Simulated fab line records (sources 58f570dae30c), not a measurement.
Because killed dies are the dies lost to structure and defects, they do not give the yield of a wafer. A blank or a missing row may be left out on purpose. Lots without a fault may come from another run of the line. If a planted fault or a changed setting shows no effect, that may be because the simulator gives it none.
A lot that was struck, set against a sound lot / flow berkeley-cmos170 / 16 steps out of a route of 331
Sound: the wafers L425.3, L425.4, L425.6. Struck: wafer L430.6. (L430.3, L430.5 of the same lot were not struck and are left out.) The cause comes at the end.
For every step that has rows: the tool of each side, followed by ch and its chambers, followed by its first start. Under that, the readings that differ: sound wafers / struck wafers / difference of the means / sigmas: that difference in standard deviations of wafers without a fault.
alike: readings with means less than 2 such deviations apart, plus words and numbers identical on both sides. not compared: withheld readings, readings lacking a value on some wafer, bounds such as >300 that could conceal the same value, and numbers that have no deviation in the record and whose values overlap.
The two part at a step that has a row with sigmas, a row that says differs or no value, or rows on one side only. When numbers do not overlap yet have no deviation, they are printed without sigmas and do not part them. Lack of a reading on every wafer of one side parts them only where that side has two or more wafers.

UCB170_M1_SPUTTER_00: material Al, target thk 600 nm, time 80 s.
  struck on pvd-sputter-01, day 9 00:10; sound on pvd-sputter-04, day 7 20:34
  alike: throttle-valve-pct
UCB170_M1_RS_MEAS_01: uses a four-point probe to measure.
  struck on film-metro-02, day 9 00:16; sound on film-metro-02, day 7 20:40
  alike: M1_AL_RS
UCB170_M1_THK_MEAS_02: measures by xrf.
  struck on film-metro-02, day 9 00:22; sound on film-metro-02, day 7 20:46
  alike: M1_AL_THK
then, 6 steps without rows for these wafers: UCB170_M1_COAT_03; UCB170_M1_COAT_04 (resist thk 900 nm); UCB170_M1_SOFTBAKE_05 (time 60 s); UCB170_M1_EXPOSE_06 (exposes mask METAL1, target cd 700 nm); UCB170_M1_PEB_07; UCB170_M1_DEVELOP_08 (develop time 45 s).
UCB170_M1_CD_MEAS_09: target cd 700 nm.
  struck on cd-sem-02, day 9 01:51; sound on cd-sem-02, day 7 21:53
  alike: cd-nm
UCB170_M1_OVL_MEAS_10:
  struck on overlay-02, day 9 01:58; sound on overlay-01, day 7 21:59
  alike: M1_OVL
UCB170_M1_ETCH_11: etches BARC in N2/H2.
  sound on rie-diel-01 ch 0,3, day 7 22:01; struck on rie-diel-03 ch 2, day 9 01:59
  alike: drypump-motor-current-A, oes-product-au, rf-fwd-power-W, throttle-valve-pct
UCB170_M1_METAL_ETCH_12: etches Al in Cl2/BCl3, stops on PSG, target depth 780 nm, time 130 s.
  sound on rie-metal-02 ch 0,1, day 7 22:06; struck on rie-metal-01 ch 0, day 9 02:05
reading=throttle-valve-pct (%); sound=24.11 24.19 24.10; struck=24.78; difference=+0.65; sigmas=+3
reading=model.KrF_of_M1_COAT_04.thk-nm (nm); sound=444.6 433.5 438.7; struck=555.1; difference=+116.2; sigmas=
reading=model.M1.feature-depth-nm (nm); sound=634.1 638.4 633.2; struck=570.4; difference=-64.8; sigmas=
reading=model.etch.depth-nm (nm); sound=597.2 600.3 596.1; struck=570.4; difference=-27.5; sigmas=
  alike: drypump-motor-current-A, he-backside-leak-sccm, oes-product-au, rf-fwd-power-W
  not compared: rf-hours-counter-h
UCB170_M1_STRIP_13: strips in O2.
  sound on plasma-asher-04 ch 0,1, day 7 22:13; struck on plasma-asher-04 ch 1, day 9 02:12
  alike: drypump-motor-current-A, o2-flow-sccm, oes-product-au
  not compared: rf-hours-counter-h
UCB170_M1_CD_MEAS_90: target cd 700 nm.
  struck on cd-sem-02, day 9 02:19; sound on cd-sem-01, day 7 22:20
reading=cd-nm (nm); sound=702.5 702.3 704.3; struck=707.7; difference=+4.7; sigmas=+2
then, 1 step without rows for these wafers: UCB170_M1_ANNEAL_14 (time 1200 s).

## WHERE THEY PART
First at UCB170_M1_METAL_ETCH_12; last, within this record, at UCB170_M1_CD_MEAS_90.

WHY: the cause the simulator had injected
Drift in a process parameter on rie-metal-01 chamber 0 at UCB170_M1_METAL_ETCH_12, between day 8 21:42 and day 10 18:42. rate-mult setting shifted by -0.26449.
